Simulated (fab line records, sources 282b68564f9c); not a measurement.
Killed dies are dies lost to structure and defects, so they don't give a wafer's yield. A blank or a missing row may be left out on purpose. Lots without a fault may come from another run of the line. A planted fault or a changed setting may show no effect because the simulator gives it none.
Which tool did it? | flow rit_cmos | 7 lots, 21 wafers sampled, at 2 steps of a route of 202

WHAT THE GAUGES READ, wafer by wafer
RIT_SDANNEAL_RS_MEAS_04: measures by four-point-probe.
lot  | measured    | on            | PSD_RS (ohm/sq)
L633 | day 3 14:39 | film_metro-01 | 116.0 115.8 116.2
L635 | day 3 21:04 | film_metro-03 | 116.1 115.9 116.1
L638 | day 4 10:46 | film_metro-04 | 116.3 115.8 116.4
L640 | day 4 20:35 | film_metro-03 | 115.6 116.0 115.9
L644 | day 5 15:58 | film_metro-04 | 116.0 116.0 115.4
L651 | day 7 12:06 | film_metro-01 | 119.2 119.4 119.3
L655 | day 8 09:32 | film_metro-04 | 115.7 115.9 116.0

WHICH TOOL RAN EACH LOT (tool, then ch and the chambers of the sampled wafers, then the start)
lot  | RIT_PSD_IMPLANT_08
L633 | implanter-02 ch 0, day 3 13:40
L635 | implanter-03 ch 0, day 3 20:14
L638 | implanter-03 ch 0, day 4 09:56
L640 | implanter-03 ch 0, day 4 19:46
L644 | implanter-03 ch 0, day 5 15:09
L651 | implanter-03 ch 0, day 7 11:06
L655 | implanter-02 ch 0, day 8 08:43
- RIT_PSD_IMPLANT_08

THE ANSWER, worked out from the rows above alone
Rule: what is usual is taken from the lots themselves. Put in order of their means at a reading, lots are off if they are a third of the lots or fewer, leave a main group of 4 or more, and stand apart from it by a gap of 3 or more times the standard deviation of the main group's means; of several such gaps the widest counts. A main group whose means are all the same, to the digits that the tables above print for the reading, isn't used. A lot without any number at a reading at which 4 lots or more have one is off too. The other lots that the step has rows for count as sound.
Off: L651, at RIT_SDANNEAL_RS_MEAS_04 (PSD_RS). The main group: mean 116.0 ohm/sq, standard deviation 0.13.
A tool fits if, at a process step before that reading, it ran every lot that is off, and no sound lot after the first of them. The gauges at RIT_SDANNEAL_RS_MEAS_04 are tried like those tools. Can't be told from this: 2 tools fit, implanter-03 at RIT_PSD_IMPLANT_08, film_metro-01 at RIT_SDANNEAL_RS_MEAS_04.

WHAT THE SIMULATOR HAD PUT IN
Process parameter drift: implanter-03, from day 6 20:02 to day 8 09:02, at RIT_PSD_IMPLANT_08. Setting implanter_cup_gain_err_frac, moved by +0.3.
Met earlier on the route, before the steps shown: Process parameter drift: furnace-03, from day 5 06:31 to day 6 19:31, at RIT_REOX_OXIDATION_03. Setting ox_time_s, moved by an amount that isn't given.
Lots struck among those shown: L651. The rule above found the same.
